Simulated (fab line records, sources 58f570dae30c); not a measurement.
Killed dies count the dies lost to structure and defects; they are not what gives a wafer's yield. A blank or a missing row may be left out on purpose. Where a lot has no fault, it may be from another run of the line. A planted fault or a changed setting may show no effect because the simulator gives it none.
fab line records ; flow berkeleyCmos170 ; part 1 of 2: steps 1 to 29 of 40
record lots=5; wafers=15; lastDay=11
route steps=331 shown ACTIVE@70 PFIELD@79 FIELD@89 SACOX@97 SCREENOX@100 NVT@104
lots with no fault: from the same line, run without faults
startH: the number of hours between the record's first day and the start of the first shown wafer of the lot ; waitH: hours since the lot's step before ; " repeats the value in the row above ; L1.1+2: a row that stands for several wafers ; - either no value or no given start ; * or withheld: withheld ; < > ~ a bound
route shown NAME@n: a module of which the file shows steps, and the number in the route of the first ; usual: the fault-free wafers' mean and standard deviation ; same: alike in all rows ; chamber/n: place in a boat ; sites: the reading at each site ; _std_site: their standard deviation ; _edge_site: outer sites' mean less inner sites' ; radiusMm: for every site, how far away it sits from the centre of the wafer ; mask NAME#n: copy n ; behind: the last tool/chamber to shape the wafer ; hold: reason for holding the lot/hours on hold/outcome of the hold ; device: whichever transistor did not switch (one of n, p or np) ; end of line: the tests these same wafers got at the end of their route ; for a step that has no rows: nothing shown but its recipe ; killed: count of dies lost to structure and defects at first sort (not the wafer's yield) ; map: a wafer's dies, marking killed ones x, the rest . and places with no die _
set.NAME: the setting that was run; set.NAME@STEP: the one run at that earlier step ; model.NAME: the simulator's own value behind a step, which no gauge read
lots at some steps of the route; a table a step, a row a wafer
services: the hour from which a tool's chamber was out of use, counted from the record's first day as startH (under 0 if before that day), plus the number of hours and why
## steps
# step UCB170_ACTIVE_EXPOSE_10
# recipe maskId=ACTIVE; targetCdNm=1200; na=0.5; sigmaOuter=0.6; sourceShape=conventional; doseMj=20
lot.wafer;tool;chamber;startH;waitH;mask
L076.3+4+6;krfScanner-02;0;83.47;0.2;ACTIVE#0
L084.2+3+4;krfScanner-02;0;118.35;0.1;ACTIVE#0
L088.1+2+4;krfScanner-02;0;141.07;0.3;ACTIVE#0
L091.1+2+4;krfScanner-01;0;158.13;0.1;ACTIVE#0
L095.1+2+6;krfScanner-01;0;176.76;0.1;ACTIVE#0
# step UCB170_ACTIVE_PEB_11
# recipe pebTempC=130; pebTimeS=withheld; resist=KrF
# usual chillPlateTempC=23.02/0.1
lot.wafer;tool;chamber;startH;waitH;chillPlateTempC
L076.3;lithoTrack-02;0;83.79;0.3;23.11
L076.4;lithoTrack-02;0;83.79;0.3;23.13
L076.6;lithoTrack-02;0;83.79;0.3;23.12
L084.2;lithoTrack-01;0;119.36;1.0;23.08
L084.3;lithoTrack-01;0;119.36;1.0;22.94
L084.4;lithoTrack-01;0;119.36;1.0;22.86
L088.1;lithoTrack-03;0;142.05;1.0;23.10
L088.2;lithoTrack-03;0;142.05;1.0;23.07
L088.4;lithoTrack-03;0;142.05;1.0;22.83
L091.1;lithoTrack-03;0;158.25;0.1;23.02
L091.2;lithoTrack-03;0;158.25;0.1;22.90
L091.4;lithoTrack-03;0;158.25;0.1;23.00
L095.1;lithoTrack-02;0;177.21;0.4;23.07
L095.2;lithoTrack-02;0;177.21;0.4;23.08
L095.6;lithoTrack-02;0;177.21;0.4;22.92
# step UCB170_ACTIVE_DEVELOP_12
# recipe developer=TMAH; developTimeS=45; resist=KrF; devTempC=21
# usual chillPlateTempC=22.98/0.11
lot.wafer;tool;chamber;startH;waitH;chillPlateTempC
L076.3;lithoTrack-02;0;-;-;22.70
L076.4;lithoTrack-02;0;-;-;22.96
L076.6;lithoTrack-02;0;-;-;22.78
L084.2;lithoTrack-01;0;-;-;22.98
L084.3;lithoTrack-01;0;-;-;23.17
L084.4;lithoTrack-01;0;-;-;23.00
L088.1;lithoTrack-03;0;-;-;23.13
L088.2;lithoTrack-03;0;-;-;23.06
L088.4;lithoTrack-03;0;-;-;22.94
L091.1;lithoTrack-03;0;-;-;22.97
L091.2;lithoTrack-03;0;-;-;22.94
L091.4;lithoTrack-03;0;-;-;22.92
L095.1;lithoTrack-02;0;-;-;23.06
L095.2;lithoTrack-02;0;-;-;22.94
L095.6;lithoTrack-02;0;-;-;22.92
# step UCB170_ACTIVE_CD_MEAS_13
# recipe targetCdNm=1200
# usual cdNm=1200.3/1.4
lot.wafer;tool;chamber;startH;waitH;cdNm
L076.3;cdSem-01;-;84.06;-;1199.5
L076.4;cdSem-01;-;84.06;-;1198.7
L076.6;cdSem-01;-;84.06;-;1198.1
L084.2;cdSem-02;-;119.65;-;1202.8
L084.3;cdSem-02;-;119.65;-;1202.5
L084.4;cdSem-02;-;119.65;-;1201.8
L088.1;cdSem-02;-;142.32;-;1199.2
L088.2;cdSem-02;-;142.32;-;1201.1
L088.4;cdSem-02;-;142.32;-;1202.6
L091.1;cdSem-01;-;158.53;-;1200.9
L091.2;cdSem-01;-;158.53;-;1200.9
L091.4;cdSem-01;-;158.53;-;1200.9
L095.1;cdSem-01;-;177.51;-;1200.9
L095.2;cdSem-01;-;177.51;-;1200.7
L095.6;cdSem-01;-;177.51;-;1200.7
# step UCB170_ACTIVE_OVL_MEAS_14
# usual ACTIVE_OVL=1/5.1
lot.wafer;tool;chamber;startH;waitH;ACTIVE_OVL[nm]
L076.3;overlay-02;-;84.15;0.1;-3
L076.4;overlay-02;-;84.15;0.1;3
L076.6;overlay-02;-;84.15;0.1;0
L084.2;overlay-01;-;119.75;0.1;-2
L084.3;overlay-01;-;119.75;0.1;-5
L084.4;overlay-01;-;119.75;0.1;-2
L088.1;overlay-01;-;142.44;0.1;-3
L088.2;overlay-01;-;142.44;0.1;0
L088.4;overlay-01;-;142.44;0.1;0
L091.1;overlay-01;-;158.65;0.1;-7
L091.2;overlay-01;-;158.65;0.1;3
L091.4;overlay-01;-;158.65;0.1;-6
L095.1;overlay-01;-;177.63;0.1;2
L095.2;overlay-01;-;177.63;0.1;5
L095.6;overlay-01;-;177.63;0.1;6
# step UCB170_ACTIVE_ETCH_15
# recipe chemistry=CH3F/Ar/O2; target=Si3N4; stopOn=SiO2; CH3F_flow_sccm=20; Ar_flow_sccm=50; O2_flow_sccm=7; pressureMtorr=50; rfW=450; targetDepthA=2420; overEtchFrac=0.1; timeS=151
# usual chamberPressureMTorr=50.00/0.047; drypumpMotorCurrentA=5.6/0.38; oesProductAu=0.943/0.013; throttleValvePct=8.01/0.088
lot.wafer;tool;chamber;startH;waitH;chamberPressureMTorr;drypumpMotorCurrentA;oesProductAu;rfHoursCounterH;throttleValvePct
L076.3;rieDiel-02;1;84.17;0.0;50.04;5.3;0.938;47;7.94
L076.4;rieDiel-02;2;84.17;0.0;49.97;5.5;0.965;137;7.97
L076.6;rieDiel-02;2;84.17;0.0;50.02;5.5;0.960;-;7.95
L084.2;rieDiel-02;1;119.78;0.0;49.97;5.3;0.950;48;7.95
L084.3;rieDiel-02;3;119.78;0.0;50.02;6.0;0.926;16;7.99
L084.4;rieDiel-02;0;119.78;0.0;50.06;5.6;0.931;50;7.94
L088.1;rieDiel-01;2;142.48;0.0;49.97;5.9;0.948;121;8.03
L088.2;rieDiel-01;0;142.48;0.0;49.99;5.9;0.928;127;8.09
L088.4;rieDiel-01;1;142.48;0.0;50.00;6.2;0.959;-;8.07
L091.1;rieDiel-02;1;158.68;0.0;49.94;5.3;0.946;50;7.93
L091.2;rieDiel-02;2;158.68;0.0;49.98;5.5;0.960;141;7.95
L091.4;rieDiel-02;0;158.68;0.0;50.00;5.6;0.949;51;7.94
L095.1;rieDiel-01;3;177.67;0.0;49.99;5.8;0.960;1;7.85
L095.2;rieDiel-01;0;177.67;0.0;50.07;5.9;0.935;129;8.09
L095.6;rieDiel-01;2;177.67;0.0;50.05;5.8;0.946;-;8.03
# step UCB170_ACTIVE_STRIP_16
# recipe chemistry=O2; powerW=400; pressureMtorr=3500; platenTempC=withheld; o2FlowSccm=400; overashFraction=0.5
# usual chamberPressureMTorr=3500/3; drypumpMotorCurrentA=5.8/0.65; oesProductAu=0.721/0.0046; stripTimeToEndpointS=18.11/0.066
lot.wafer;tool;chamber;startH;waitH;chamberPressureMTorr;drypumpMotorCurrentA;oesProductAu;rfHoursCounterH;stripTimeToEndpointS
L076.3;plasmaAsher-01;1;84.31;0.1;3498;4.9;0.722;-;18.24
L076.4;plasmaAsher-01;0;84.31;0.1;3507;5.4;0.725;-;18.12
L076.6;plasmaAsher-01;0;84.31;0.1;3501;5.4;0.721;-;18.12
L084.2;plasmaAsher-02;1;119.88;0.1;3500;6.8;0.712;36;18.07
L084.3;plasmaAsher-02;1;119.88;0.1;3498;6.8;0.714;-;18.07
L084.4;plasmaAsher-02;0;119.88;0.1;3503;5.6;0.714;-;18.06
L088.1;plasmaAsher-02;1;142.58;0.1;3502;6.8;0.723;39;18.22
L088.2;plasmaAsher-02;0;142.58;0.1;3497;5.6;0.720;39;18.08
L088.4;plasmaAsher-02;1;142.58;0.1;3499;6.8;0.723;-;18.18
L091.1;plasmaAsher-02;1;158.78;0.1;3497;6.8;0.722;42;18.13
L091.2;plasmaAsher-02;0;158.78;0.1;3504;5.6;0.723;42;18.10
L091.4;plasmaAsher-02;1;158.78;0.1;3501;6.8;0.723;-;18.11
L095.1;plasmaAsher-02;0;177.77;0.1;3499;5.6;0.715;43;18.00
L095.2;plasmaAsher-02;1;177.77;0.1;3502;6.8;0.724;43;17.88
L095.6;plasmaAsher-02;0;177.77;0.1;3500;5.6;0.720;-;18.03
# step UCB170_ACTIVE_CD_MEAS_90
# recipe targetCdNm=1200
# usual cdNm=1200.3/1.4
lot.wafer;tool;chamber;startH;waitH;cdNm
L076.3;cdSem-01;-;84.41;0.1;1199.7
L076.4;cdSem-01;-;84.41;0.1;1198.3
L076.6;cdSem-01;-;84.41;0.1;1198.7
L084.2;cdSem-02;-;120.00;0.1;1202.6
L084.3;cdSem-02;-;120.00;0.1;1202.7
L084.4;cdSem-02;-;120.00;0.1;1202.4
L088.1;cdSem-02;-;142.68;0.1;1198.7
L088.2;cdSem-02;-;142.68;0.1;1200.4
L088.4;cdSem-02;-;142.68;0.1;1202.4
L091.1;cdSem-02;-;158.88;0.1;1200.9
L091.2;cdSem-02;-;158.88;0.1;1200.8
L091.4;cdSem-02;-;158.88;0.1;1201.0
L095.1;cdSem-02;-;177.87;0.1;1201.5
L095.2;cdSem-02;-;177.87;0.1;1200.6
L095.6;cdSem-02;-;177.87;0.1;1199.9
# step UCB170_ACTIVE_CLEAN_17
# recipe chemistry=SPM; tempC=120; timeS=600
lot.wafer;tool;chamber;startH;waitH
L076.3+4+6;wetBench-02;3;84.49;0.1
L084.2+3+4;wetBench-04;3;120.74;0.7
L088.1+2+4;wetBench-02;1;142.80;0.1
L091.1+2+4;wetBench-02;0;159.00;0.1
L095.1+2+6;wetBench-02;1;178.96;1.1
# step UCB170_PFIELD_HMDS_00
# recipe primeTimeS=60; primeTempC=100
# usual chillPlateTempC=23.01/0.11
lot.wafer;tool;chamber;startH;waitH;chillPlateTempC
L076.3;lithoTrack-03;0;84.75;0.1;22.93
L076.4;lithoTrack-03;0;84.75;0.1;22.85
L076.6;lithoTrack-03;0;84.75;0.1;23.04
L084.2;lithoTrack-02;0;121.53;0.6;22.96
L084.3;lithoTrack-02;0;121.53;0.6;22.90
L084.4;lithoTrack-02;0;121.53;0.6;22.94
L088.1;lithoTrack-03;0;143.87;0.9;22.91
L088.2;lithoTrack-03;0;143.87;0.9;22.73
L088.4;lithoTrack-03;0;143.87;0.9;22.91
L091.1;lithoTrack-02;0;159.18;0.0;23.00
L091.2;lithoTrack-02;0;159.18;0.0;23.02
L091.4;lithoTrack-02;0;159.18;0.0;22.99
L095.1;lithoTrack-04;0;179.89;0.7;23.14
L095.2;lithoTrack-04;0;179.89;0.7;23.12
L095.6;lithoTrack-04;0;179.89;0.7;23.05
# step UCB170_PFIELD_COAT_01
# recipe resist=KrF; spinRpm=1500; resistThkNm=900
# usual chillPlateTempC=23.01/0.1
lot.wafer;tool;chamber;startH;waitH;chillPlateTempC
L076.3;lithoTrack-03;0;84.90;0.1;23.04
L076.4;lithoTrack-03;0;84.90;0.1;22.90
L076.6;lithoTrack-03;0;84.90;0.1;22.96
L084.2;lithoTrack-02;0;121.68;0.1;22.90
L084.3;lithoTrack-02;0;121.68;0.1;23.03
L084.4;lithoTrack-02;0;121.68;0.1;22.93
L088.1;lithoTrack-03;0;144.02;0.1;23.04
L088.2;lithoTrack-03;0;144.02;0.1;23.11
L088.4;lithoTrack-03;0;144.02;0.1;22.92
L091.1;lithoTrack-02;0;159.33;0.1;23.03
L091.2;lithoTrack-02;0;159.33;0.1;23.18
L091.4;lithoTrack-02;0;159.33;0.1;23.09
L095.1;lithoTrack-04;0;180.04;0.1;22.99
L095.2;lithoTrack-04;0;180.04;0.1;22.95
L095.6;lithoTrack-04;0;180.04;0.1;22.97
# step UCB170_PFIELD_SOFTBAKE_02
# recipe resist=KrF; tempC=130.5; timeS=60
# usual chillPlateTempC=22.99/0.12
lot.wafer;tool;chamber;startH;waitH;chillPlateTempC
L076.3;lithoTrack-03;0;85.05;0.1;22.94
L076.4;lithoTrack-03;0;85.05;0.1;23.03
L076.6;lithoTrack-03;0;85.05;0.1;23.10
L084.2;lithoTrack-02;0;121.83;0.1;22.91
L084.3;lithoTrack-02;0;121.83;0.1;22.96
L084.4;lithoTrack-02;0;121.83;0.1;22.91
L088.1;lithoTrack-03;0;144.17;0.1;22.95
L088.2;lithoTrack-03;0;144.17;0.1;22.88
L088.4;lithoTrack-03;0;144.17;0.1;22.99
L091.1;lithoTrack-02;0;159.48;0.1;22.80
L091.2;lithoTrack-02;0;159.48;0.1;22.83
L091.4;lithoTrack-02;0;159.48;0.1;22.90
L095.1;lithoTrack-04;0;180.19;0.1;22.92
L095.2;lithoTrack-04;0;180.19;0.1;22.93
L095.6;lithoTrack-04;0;180.19;0.1;23.05
# step UCB170_PFIELD_EXPOSE_03
# recipe maskId=PFIELD; na=0.5; sigmaOuter=0.6; sourceShape=conventional; targetCdNm=1500; doseMj=30
lot.wafer;tool;chamber;startH;waitH;mask
L076.3+4+6;krfScanner-01;0;85.32;0.2;PFIELD#0
L084.2+3+4;krfScanner-01;0;122.22;0.4;PFIELD#0
L088.1+2+4;krfScanner-01;0;144.32;0.1;PFIELD#0
L091.1+2+4;krfScanner-02;0;159.63;0.1;PFIELD#0
L095.1+2+6;krfScanner-02;0;180.36;0.1;PFIELD#0
# step UCB170_PFIELD_PEB_04
# recipe pebTempC=130; pebTimeS=withheld; resist=KrF
# usual chillPlateTempC=23.00/0.081
lot.wafer;tool;chamber;startH;waitH;chillPlateTempC
L076.3;lithoTrack-03;0;85.68;0.3;23.07
L076.4;lithoTrack-03;0;85.68;0.3;23.01
L076.6;lithoTrack-03;0;85.68;0.3;22.94
L084.2;lithoTrack-04;0;123.06;0.8;23.09
L084.3;lithoTrack-04;0;123.06;0.8;22.92
L084.4;lithoTrack-04;0;123.06;0.8;22.95
L088.1;lithoTrack-02;0;145.38;1.0;22.92
L088.2;lithoTrack-02;0;145.38;1.0;22.96
L088.4;lithoTrack-02;0;145.38;1.0;23.03
L091.1;lithoTrack-03;0;159.77;0.1;23.19
L091.2;lithoTrack-03;0;159.77;0.1;23.11
L091.4;lithoTrack-03;0;159.77;0.1;23.04
L095.1;lithoTrack-03;0;180.67;0.3;22.93
L095.2;lithoTrack-03;0;180.67;0.3;23.07
L095.6;lithoTrack-03;0;180.67;0.3;22.92
# step UCB170_PFIELD_DEVELOP_05
# recipe developer=TMAH; developTimeS=45; resist=KrF; devTempC=21
# usual chillPlateTempC=23.01/0.11
lot.wafer;tool;chamber;startH;waitH;chillPlateTempC
L076.3;lithoTrack-03;0;-;-;23.24
L076.4;lithoTrack-03;0;-;-;23.23
L076.6;lithoTrack-03;0;-;-;22.99
L084.2;lithoTrack-04;0;-;-;22.98
L084.3;lithoTrack-04;0;-;-;22.97
L084.4;lithoTrack-04;0;-;-;23.09
L088.1;lithoTrack-02;0;-;-;23.15
L088.2;lithoTrack-02;0;-;-;23.16
L088.4;lithoTrack-02;0;-;-;23.04
L091.1;lithoTrack-03;0;-;-;23.16
L091.2;lithoTrack-03;0;-;-;23.13
L091.4;lithoTrack-03;0;-;-;23.10
L095.1;lithoTrack-03;0;-;-;23.26
L095.2;lithoTrack-03;0;-;-;22.98
L095.6;lithoTrack-03;0;-;-;23.13
# step UCB170_PFIELD_OVL_MEAS_06
# usual PFIELD_OVL=5/6.2
lot.wafer;tool;chamber;startH;waitH;PFIELD_OVL[nm]
L076.3;overlay-02;-;85.92;-;17
L076.4;overlay-02;-;85.92;-;7
L076.6;overlay-02;-;85.92;-;14
L084.2;overlay-01;-;123.31;-;14
L084.3;overlay-01;-;123.31;-;15
L084.4;overlay-01;-;123.31;-;13
L088.1;overlay-01;-;145.66;-;9
L088.2;overlay-01;-;145.66;-;-6
L088.4;overlay-01;-;145.66;-;2
L091.1;overlay-01;-;160.04;-;3
L091.2;overlay-01;-;160.04;-;4
L091.4;overlay-01;-;160.04;-;11
L095.1;overlay-01;-;180.95;-;-8
L095.2;overlay-01;-;180.95;-;-9
L095.6;overlay-01;-;180.95;-;2
# step UCB170_PFIELD_IMPLANT_07
# recipe species=B; doseCm2=2e+13; energyKev=80; tiltDeg=7
lot.wafer;tool;chamber;startH;waitH
L076.3+4+6;implanter-03;0;85.99;0.1
L084.2+3+4;implanter-01;0;123.37;0.0
L088.1+2+4;implanter-01;0;145.70;0.0
L091.1+2+4;implanter-01;0;160.08;0.0
L095.1+2+6;implanter-01;0;181.10;0.1
# step UCB170_PFIELD_STRIP_08
# recipe chemistry=O2; powerW=400; pressureMtorr=3500; platenTempC=withheld; o2FlowSccm=400; overashFraction=0.5
# usual chamberPressureMTorr=3499.7/2.9; drypumpMotorCurrentA=5.4/0.34; oesProductAu=0.735/0.0043; stripTimeToEndpointS=21.66/0.056
lot.wafer;tool;chamber;startH;waitH;chamberPressureMTorr;drypumpMotorCurrentA;oesProductAu;rfHoursCounterH;stripTimeToEndpointS
L076.3;plasmaAsher-01;0;86.12;0.1;3497.0;5.4;0.736;-;21.71
L076.4;plasmaAsher-01;1;86.12;0.1;3501.7;4.9;0.741;-;21.69
L076.6;plasmaAsher-01;0;86.12;0.1;3498.9;5.4;0.729;-;21.74
L084.2;plasmaAsher-01;0;123.54;0.1;3500.9;5.4;0.734;44;21.67
L084.3;plasmaAsher-01;1;123.54;0.1;3495.6;4.9;0.733;-;21.66
L084.4;plasmaAsher-01;0;123.54;0.1;3501.6;5.4;0.736;-;21.62
L088.1;plasmaAsher-03;0;145.85;0.1;3499.4;5.7;0.737;1;21.71
L088.2;plasmaAsher-03;1;145.85;0.1;3498.8;5.9;0.735;1;21.72
L088.4;plasmaAsher-03;1;145.85;0.1;3504.5;5.9;0.734;-;21.71
L091.1;plasmaAsher-01;1;160.23;0.1;3503.6;4.9;0.737;49;21.70
L091.2;plasmaAsher-01;0;160.23;0.1;3497.9;5.4;0.734;49;21.64
L091.4;plasmaAsher-01;1;160.23;0.1;3499.2;4.9;0.732;-;21.67
L095.1;plasmaAsher-04;0;181.25;0.1;3501.0;5.4;0.729;52;21.69
L095.2;plasmaAsher-04;1;181.25;0.1;3502.6;5.5;0.735;52;21.71
L095.6;plasmaAsher-04;0;181.25;0.1;3502.7;5.4;0.733;-;21.73
# step UCB170_PFIELD_TW_MEAS_09
# usual PFIELD_TW=598/5.4
lot.wafer;tool;chamber;startH;waitH;PFIELD_TW
L076.3;filmMetro-01;-;86.21;0.1;596
L076.4;filmMetro-01;-;86.21;0.1;596
L076.6;filmMetro-01;-;86.21;0.1;598
L084.2;filmMetro-02;-;123.65;0.1;598
L084.3;filmMetro-02;-;123.65;0.1;597
L084.4;filmMetro-02;-;123.65;0.1;600
L088.1;filmMetro-01;-;145.95;0.1;597
L088.2;filmMetro-01;-;145.95;0.1;596
L088.4;filmMetro-01;-;145.95;0.1;598
L091.1;filmMetro-01;-;160.33;0.1;598
L091.2;filmMetro-01;-;160.33;0.1;597
L091.4;filmMetro-01;-;160.33;0.1;596
L095.1;filmMetro-01;-;181.35;0.1;597
L095.2;filmMetro-01;-;181.35;0.1;594
L095.6;filmMetro-01;-;181.35;0.1;592
# step UCB170_FIELD_CLEAN_00
# recipe chemistry=dHF; dilution=25:1; timeS=7.5
lot.wafer;tool;chamber;startH;waitH
L076.3+4+6;wetBench-04;2;86.25;0.0
L084.2+3+4;wetBench-03;0;124.08;0.4
L088.1+2+4;wetBench-03;2;146.01;0.1
L091.1+2+4;wetBench-04;2;160.39;0.1
L095.1+2+6;wetBench-02;2;181.41;0.1
# step UCB170_FIELD_OXIDATION_01
# recipe tempC=1000; ambient=H2O; pH2oTorr=584.62; targetThkA=5583; oxTimeS=7200
# usual oxTempCMax=1005.5/1.5
lot.wafer;tool;chamber;startH;waitH;oxTempCMax
L076.3;furnace-04;0;86.48;0.2;1007.0
L076.4;furnace-04;0;86.48;0.2;1007.2
L076.6;furnace-04;0;86.48;0.2;1005.6
L084.2;furnace-04;0;125.07;1.0;1006.9
L084.3;furnace-04;0;125.07;1.0;1006.3
L084.4;furnace-04;0;125.07;1.0;1007.4
L088.1;furnace-02;0;147.68;1.7;1002.4
L088.2;furnace-02;0;147.68;1.7;1002.0
L088.4;furnace-02;0;147.68;1.7;1002.4
L091.1;furnace-01;0;167.20;6.8;1005.9
L091.2;furnace-01;0;167.20;6.8;1004.9
L091.4;furnace-01;0;167.20;6.8;1004.0
L095.1;furnace-04;0;184.51;3.1;1007.1
L095.2;furnace-04;0;184.51;3.1;1007.2
L095.6;furnace-04;0;184.51;3.1;1006.9
# step UCB170_FIELD_THK_MEAS_02
# recipe reads=SiO2_of_FIELD_OXIDATION_01
# usual FIELD_OXIDE_THK=559/10
lot.wafer;tool;chamber;startH;waitH;FIELD_OXIDE_THK[nm]
L076.3;filmMetro-01;-;89.56;0.1;557
L076.4;filmMetro-01;-;89.56;0.1;565
L076.6;filmMetro-01;-;89.56;0.1;561
L084.2;filmMetro-03;-;128.08;0.0;540
L084.3;filmMetro-03;-;128.08;0.0;545
L084.4;filmMetro-03;-;128.08;0.0;537
L088.1;filmMetro-03;-;150.68;0.0;550
L088.2;filmMetro-03;-;150.68;0.0;543
L088.4;filmMetro-03;-;150.68;0.0;550
L091.1;filmMetro-01;-;170.20;0.0;555
L091.2;filmMetro-01;-;170.20;0.0;558
L091.4;filmMetro-01;-;170.20;0.0;572
L095.1;filmMetro-04;-;187.55;0.0;559
L095.2;filmMetro-04;-;187.55;0.0;562
L095.6;filmMetro-04;-;187.55;0.0;560
# step UCB170_FIELD_ANNEAL_03
# recipe tempC=1000; timeS=1200; ambient=N2
lot.wafer;tool;chamber;startH;waitH
L076.3+4+6;furnace-02;0;91.06;1.5
L084.2+3+4;furnace-02;0;129.94;1.8
L088.1+2+4;furnace-02;0;154.63;3.9
L091.1+2+4;furnace-01;0;174.70;4.5
L095.1+2+6;furnace-04;0;190.26;2.7
# step UCB170_FIELD_WET_ETCH_04
# recipe chemistry=dHF; dilution=10:1; target=SiO2; tempC=25; timeS=60
lot.wafer;tool;chamber;startH;waitH
L076.3+4+6;wetBench-02;2;92.50;0.1
L084.2+3+4;wetBench-03;3;131.28;0.0
L088.1+2+4;wetBench-03;1;155.96;0.0
L091.1+2+4;wetBench-03;3;176.19;0.2
L095.1+2+6;wetBench-03;0;191.68;0.1
# step UCB170_FIELD_WET_ETCH_05
# recipe chemistry=H3PO4; target=Si3N4; tempC=160; timeS=12600
lot.wafer;tool;chamber;startH;waitH
L076.3+4+6;wetBench-03;3;92.56;0.0
L084.2+3+4;wetBench-03;1;131.30;0.0
L088.1+2+4;wetBench-04;1;155.99;0.0
L091.1+2+4;wetBench-03;2;176.39;0.2
L095.1+2+6;wetBench-03;3;191.88;0.2
# step UCB170_FIELD_WET_ETCH_06
# recipe chemistry=BOE; dilution=5:1; target=SiO2; tempC=25; timeS=22.85
lot.wafer;tool;chamber;startH;waitH
L076.3+4+6;wetBench-03;2;96.06;0.0
L084.2+3+4;wetBench-03;0;134.81;0.0
L088.1+2+4;wetBench-03;3;159.81;0.0
L091.1+2+4;wetBench-02;0;179.90;0.0
L095.1+2+6;wetBench-03;0;195.39;0.0
# step UCB170_FIELD_THK_MEAS_90
# recipe reads=SiO2_of_FIELD_OXIDATION_01
# usual FIELD_OXIDE_LEFT_1_THK=443/10
lot.wafer;tool;chamber;startH;waitH;FIELD_OXIDE_LEFT_1_THK[nm]
L076.3;filmMetro-04;-;96.10;0.0;439
L076.4;filmMetro-04;-;96.10;0.0;448
L076.6;filmMetro-04;-;96.10;0.0;443
L084.2;filmMetro-03;-;134.84;0.0;422
L084.3;filmMetro-03;-;134.84;0.0;427
L084.4;filmMetro-03;-;134.84;0.0;420
L088.1;filmMetro-03;-;159.83;0.0;433
L088.2;filmMetro-03;-;159.83;0.0;426
L088.4;filmMetro-03;-;159.83;0.0;433
L091.1;filmMetro-01;-;179.91;0.0;437
L091.2;filmMetro-01;-;179.91;0.0;440
L091.4;filmMetro-01;-;179.91;0.0;454
L095.1;filmMetro-04;-;195.40;0.0;443
L095.2;filmMetro-04;-;195.40;0.0;445
L095.6;filmMetro-04;-;195.40;0.0;443
# step UCB170_SACOX_CLEAN_00
# recipe chemistry=dHF; dilution=25:1; timeS=7.5
lot.wafer;tool;chamber;startH;waitH
L076.3+4+6;wetBench-03;0;96.14;0.0
L084.2+3+4;wetBench-01;2;134.98;0.1
L088.1+2+4;wetBench-03;3;159.89;0.1
L091.1+2+4;wetBench-04;1;179.97;0.1
L095.1+2+6;wetBench-03;1;195.46;0.1
# step UCB170_SACOX_OXIDATION_01
# recipe tempC=900; ambient=O2; targetThkA=144; oxTimeS=2400
# usual oxTempCMax=903.9/1.1
lot.wafer;tool;chamber;startH;waitH;oxTempCMax
L076.3;furnace-01;0;98.06;1.9;902.9
L076.4;furnace-01;0;98.06;1.9;903.0
L076.6;furnace-01;0;98.06;1.9;904.2
L084.2;furnace-02;0;136.46;1.5;902.5
L084.3;furnace-02;0;136.46;1.5;902.6
L084.4;furnace-02;0;136.46;1.5;902.2
L088.1;furnace-03;0;164.96;5.1;904.1
L088.2;furnace-03;0;164.96;5.1;903.7
L088.4;furnace-03;0;164.96;5.1;903.5
L091.1;furnace-02;0;182.17;2.2;903.2
L091.2;furnace-02;0;182.17;2.2;902.3
L091.4;furnace-02;0;182.17;2.2;903.2
L095.1;furnace-01;0;198.18;2.7;904.3
L095.2;furnace-01;0;198.18;2.7;905.3
L095.6;furnace-01;0;198.18;2.7;904.1
